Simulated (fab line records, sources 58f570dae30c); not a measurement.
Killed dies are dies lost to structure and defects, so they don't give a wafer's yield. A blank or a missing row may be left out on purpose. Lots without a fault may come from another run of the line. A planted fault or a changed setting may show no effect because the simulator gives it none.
Problem report in the 8D (eight disciplines) form, filled by code | flow berkeley_cmos170 | the parts of the form that need people (team, actions taken, sign-off) are left out

1. THE PROBLEM
cd_nm at UCB170_M1_CD_MEAS_09 reads a mean of 682.0 nm on 3 wafers of 1 lot; wafers without a fault read 699.8 nm with a standard deviation of 1.7. That is -10 standard deviations from the usual mean.
The step: target cd 700 nm.
First seen on wafer L188.1, day 9 11:55, on cd_sem-02. The record holds 39 wafers of 13 lots with a number at this step. Rule for "out", or "out of limits": more than 4 standard deviations from the usual mean. The other wafers with a number count as sound.

2. WHAT IT IS AND WHAT IT IS NOT
question                    | is                     | is not
which readings at this step | cd_nm                  | -
which lots                  | L188                   | L179, L180, L181, L182, L183, L184, L185, L187, L193, L199, L200, L201
which wafers of those lots  | all that have a number | -
read on which gauges        | cd_sem-02              | cd_sem-01
when                        | from day 9 11:55       | up to then (24 sound wafers); but 12 sound wafers of L193, L199, L200, L201 came after

3. SUSPECTS, AND WHAT RULES EACH OUT
Counting: a tool at a process step up to the reading stays a suspect if it ran every lot that is out and no sound lot after the first of them.
- the gauge at UCB170_M1_CD_MEAS_09: ruled out. All the wafers that are out were read on cd_sem-02, but those of them that UCB170_M1_EXPOSE_06 has rows for are out there too, on other tools.
- plasma_asher-01 at UCB170_BACKSIDE_STRIP_03 (strips in O2): ruled out as a lasting fault. Sound lots L193, L199, L200 ran on it after its first lot that is out, L188 (day 9 03:26).
- krf_scanner-01 at UCB170_M1_EXPOSE_06 (exposes mask METAL1, target cd 700 nm): kept. It ran the lot that is out, L188 (day 9 11:06), and no sound lot after that; its last sound lot up to then is L187 (day 8 15:08). Its own readings are out on those wafers: exposure_dose_mJ_cm2.
Left after counting: krf_scanner-01 at UCB170_M1_EXPOSE_06.

4. THE CAUSE (what the simulator had put in)
Process parameter drift: krf_scanner-01, from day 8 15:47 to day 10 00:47, at UCB170_M1_EXPOSE_06. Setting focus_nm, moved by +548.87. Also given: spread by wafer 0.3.
Counting left only this tool.

5. THE CHAIN OF EFFECTS, in route order
Each row: a reading whose mean over the struck wafers that have a number lies more than 3 standard deviations from the usual. Only readings for which the record gives a usual standard deviation are gone through. hours: the time from each lot's start at the first step in this table that gives one to its start at this step, as a median over the lots. sigmas: the change in usual standard deviations.
hours | step                 | reading              | usual    | on struck wafers | change | sigmas
0     | UCB170_M1_EXPOSE_06  | exposure_dose_mJ_cm2 | 20.944   | 20.543           | -0.401 | -16
1     | UCB170_M1_CD_MEAS_09 | cd_nm                | 699.8 nm | 682.0            | -17.8  | -10
The process steps in it:
- UCB170_M1_EXPOSE_06: exposes mask METAL1, target cd 700 nm.
Later measuring or inspecting steps at which every struck wafer that the step has a row for has a number for every such reading, and none has moved that far: UCB170_V1_THK_MEAS_04.

6. WHAT WOULD HAVE CAUGHT IT SOONER
In this record the first reading out of limits at a measuring or inspecting step was taken at day 9 11:55, 20 hours after the fault began at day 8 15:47.
The tool's own readings at UCB170_M1_EXPOSE_06 were out on every struck wafer that the step has a row for (exposure_dose_mJ_cm2): an alarm limit on them would have fired on the first of those.
All the lots that are out (1) had begun UCB170_M1_EXPOSE_06 on krf_scanner-01 by day 9 11:55. A hold on the tool at that time would have spared none of them.
